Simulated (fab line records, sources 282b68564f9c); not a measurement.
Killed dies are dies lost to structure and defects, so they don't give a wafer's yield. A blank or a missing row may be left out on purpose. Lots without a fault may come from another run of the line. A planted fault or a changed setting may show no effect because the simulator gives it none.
A struck lot beside a sound one | flow rit_cmos | 44 steps out of a route of 202
Sound: wafers L726.2, L726.4, L726.6. Struck: wafers L733.4, L733.5, L733.6. The cause comes at the end.
At each step with rows: each side's tool, then ch and its chambers, then its first start. Under that, the readings that differ: sound wafers | struck wafers | difference of the means | sigmas: that difference in standard deviations of wafers without a fault.
alike: readings whose means differ by less than 2 such deviations, and words and numbers that are the same on both sides. not compared: withheld readings, readings that some wafer has no value for, bounds like >300 that may hide the same value, and numbers for which the record gives no deviation and whose values overlap.
The two part at a step that has a row with sigmas, a row that says differs or no value, or rows on one side only. Numbers that don't overlap but have no deviation are shown without sigmas and don't part them. A reading that every wafer of one side lacks parts them only if that side has two wafers or more.

first, 2 steps without rows for these wafers: RIT_PLDD_PEB_04; RIT_PLDD_DEVELOP_05 (develop time 50 s).
RIT_PLDD_OVL_MEAS_06:
  sound on overlay-01, day 3 23:53; struck on overlay-02, day 5 07:36
  alike: PLDD_OVL
then, 2 steps without rows for these wafers: RIT_PLDD_HARDBAKE_07 (time 60 s); RIT_PLDD_IMPLANT_08.
RIT_PLDD_STRIP_09: strips in O2, time 180 s.
  sound on plasma_asher-04 ch 0,1, day 4 00:13; struck on plasma_asher-04 ch 0,1, day 5 08:02
  alike: drypump_motor_current_A
  not compared: rf_hours_counter_h
RIT_PLDD_TW_MEAS_10:
  sound on film_metro-02, day 4 00:24; struck on film_metro-01, day 5 08:11
  reading | sound          | struck         | difference | sigmas
  PLDD_TW | 2351 2357 2356 | 2301 2314 2311 | -46        | -2
then, 4 steps without rows for these wafers: RIT_SPACER_CLEAN_00 (cleans in SC1, time 600 s); RIT_SPACER_CLEAN_01 (cleans in dHF, time 30 s); RIT_SPACER_CLEAN_02 (cleans in SC2, time 600 s); RIT_SPACER_CVD_03 (deposits Si3N4 from SiH2Cl2/NH3, target thk 250 nm, time 3226 s).
RIT_SPACER_THK_MEAS_04:
  sound on film_metro-02, day 4 03:43; struck on film_metro-04, day 5 10:36
  reading                 | sound             | struck            | difference | sigmas
  SPACER_NITRIDE_THK (nm) | 243.6 244.0 243.7 | 248.1 249.0 247.8 | +4.5       | +3
RIT_SPACER_ETCHBACK_05: etches Si3N4 in SF6/CHF3, stops on SiO2, target depth 250 nm, time 240 s.
  sound on rie_diel-01 ch 1,3, day 4 03:46; struck on rie_diel-01 ch 0,2,3, day 5 10:38
  reading                                  | sound             | struck            | difference | sigmas
  model.poly-Si_of_GATE_CVD_08.thk_nm (nm) | 169.8 171.6 169.3 | 180.5 184.8 181.1 | +11.9      |
  model.Si3N4_of_SPACER_CVD_03.thk_nm (nm) | 191.7 192.8 191.1 | 202.4 205.1 202.6 | +11.5      |
  alike: drypump_motor_current_A, oes_product_au, throttle_valve_pct
  not compared: rf_hours_counter_h
then, 2 steps without rows for these wafers: RIT_NSD_HMDS_00 (prime time 60 s); RIT_NSD_COAT_01 (resist thk 1000 nm).
RIT_NSD_SOFTBAKE_02: time 60.96 s.
  sound on litho_track-03 ch 0, day 4 04:14; struck on litho_track-04 ch 0, day 5 11:10
  alike: plate_sensor_t_centre_C, plate_sensor_t_edge_C, softbake_temp_c
then, 3 steps without rows for these wafers: RIT_NSD_EXPOSE_03 (exposes mask M9, target cd 40700 nm); RIT_NSD_PEB_04; RIT_NSD_DEVELOP_05 (develop time 50 s).
RIT_NSD_OVL_MEAS_06:
  sound on overlay-02, day 4 04:54; struck on overlay-02, day 5 11:47
  alike: NSD_OVL
then, 2 steps without rows for these wafers: RIT_NSD_HARDBAKE_07 (time 60 s); RIT_NSD_IMPLANT_08.
RIT_NSD_STRIP_09: strips in O2, time 180 s.
  sound on plasma_asher-03 ch 0,1, day 4 05:14; struck on plasma_asher-02 ch 0,1, day 5 12:10
  alike: drypump_motor_current_A
  not compared: rf_hours_counter_h
RIT_NSD_TW_MEAS_10:
  sound on film_metro-02, day 4 05:25; struck on film_metro-03, day 5 12:19
  alike: NSD_TW
then, 6 steps without rows for these wafers: RIT_PSD_HMDS_00 (prime time 60 s); RIT_PSD_COAT_01 (resist thk 1000 nm); RIT_PSD_SOFTBAKE_02 (time 60 s); RIT_PSD_EXPOSE_03 (exposes mask M10, target cd 40900 nm); RIT_PSD_PEB_04; RIT_PSD_DEVELOP_05 (develop time 50 s).
RIT_PSD_OVL_MEAS_06:
  sound on overlay-01, day 4 06:20; struck on overlay-02, day 5 13:20
  alike: PSD_OVL
then, 2 steps without rows for these wafers: RIT_PSD_HARDBAKE_07 (time 60 s); RIT_PSD_IMPLANT_08.
RIT_PSD_STRIP_09: strips in O2, time 180 s.
  sound on plasma_asher-02 ch 0,1, day 4 06:40; struck on plasma_asher-01 ch 0,1, day 5 13:43
  alike: drypump_motor_current_A
  not compared: rf_hours_counter_h
RIT_PSD_TW_MEAS_10:
  sound on film_metro-01, day 4 06:50; struck on film_metro-03, day 5 13:52
  alike: PSD_TW
then, 2 steps without rows for these wafers: RIT_SDANNEAL_CLEAN_00 (cleans in SC1, time 600 s); RIT_SDANNEAL_CLEAN_01 (cleans in dHF, time 30 s).
RIT_SDANNEAL_CLEAN_02: cleans in SC2, time 600 s.
  sound on wet_bench-03 ch 3, day 4 07:06; struck on wet_bench-02 ch 1, day 5 14:05
  reading                                  | sound             | struck            | difference | sigmas
  model.poly-Si_of_GATE_CVD_08.thk_nm (nm) | 165.4 167.2 164.9 | 176.1 180.4 176.7 | +11.9      |
RIT_SDANNEAL_RTA_03: time 5 s.
  sound on rtp_anneal-02 ch 0, day 4 07:18; struck on rtp_anneal-01 ch 0, day 5 14:17
  alike: ramp_down_c_per_s, ramp_up_c_per_s, wafer_temp_C_max
RIT_SDANNEAL_RS_MEAS_04: measures by four-point-probe.
  sound on film_metro-01, day 4 07:22; struck on film_metro-02, day 5 14:23
  alike: PSD_RS
RIT_SDANNEAL_RS_MEAS_05: measures by four-point-probe.
  sound on film_metro-01, day 4 07:29; struck on film_metro-02, day 5 14:30
  alike: NSD_RS
RIT_SDANNEAL_RS_MEAS_06: measures by four-point-probe.
  sound on film_metro-01, day 4 07:37; struck on film_metro-02, day 5 14:37
  alike: PLDD_RS
RIT_SILICIDE_WET_ETCH_00: etches SiO2 in BOE, target depth 14 nm, time 15 s.
  sound on wet_bench-01 ch 1, day 4 07:50; struck on wet_bench-04 ch 0, day 5 14:48
  reading                                  | sound           | struck            | difference | sigmas
  model.Si3N4_of_SPACER_CVD_03.thk_nm (nm) | 190.5 191.6 190 | 201.2 203.9 201.4 | +11.5      |
RIT_M1_PROBE_99:
  sound on prober-02, day 4 14:52; struck on prober-02, day 5 21:52
  reading                             | sound                | struck               | difference | sigmas
  model.etest.pplus_sal.width_nm (nm) | 3420 3383 3434       | 3330 3292 3310       | -102       |
  model.etest.nplus_sal.width_nm (nm) | 3424 3404 3434       | 3326 3297 3302       | -112       |
  model.etest.nmos_0p15.r_on_ohm_um   | 1160 1127 1175       | 1076 1103 1070       | -71        |
  model.etest.nwell_pinched.rs_ohm_sq | 342.7 336.8 339.1    | 312.6 307.2 312.2    | -28.9      |
  model.etest.pwell_pinched.rs_ohm_sq | 458.5 453 464.4      | 443.8 443 444.9      | -14.7      |
  model.etest.field_p_metal.vt_v (V)  | -27.88 -28.17 -28.09 | -30.79 -31.83 -31.31 | -3.26      |
  not compared: model.etest.nmos_narrow.drive_ua_um, model.etest.nmos_0p3.drive_ua_um

WHERE THEY PART
First at RIT_PLDD_TW_MEAS_10; last, within this record, at RIT_SPACER_THK_MEAS_04. Later steps at which nothing parts them and some readings are alike: RIT_SPACER_ETCHBACK_05, RIT_NSD_SOFTBAKE_02, RIT_NSD_OVL_MEAS_06, RIT_NSD_STRIP_09, RIT_NSD_TW_MEAS_10, RIT_PSD_OVL_MEAS_06, RIT_PSD_STRIP_09, RIT_PSD_TW_MEAS_10, RIT_SDANNEAL_RTA_03, RIT_SDANNEAL_RS_MEAS_04, RIT_SDANNEAL_RS_MEAS_05, RIT_SDANNEAL_RS_MEAS_06.

WHY: what the simulator had put in
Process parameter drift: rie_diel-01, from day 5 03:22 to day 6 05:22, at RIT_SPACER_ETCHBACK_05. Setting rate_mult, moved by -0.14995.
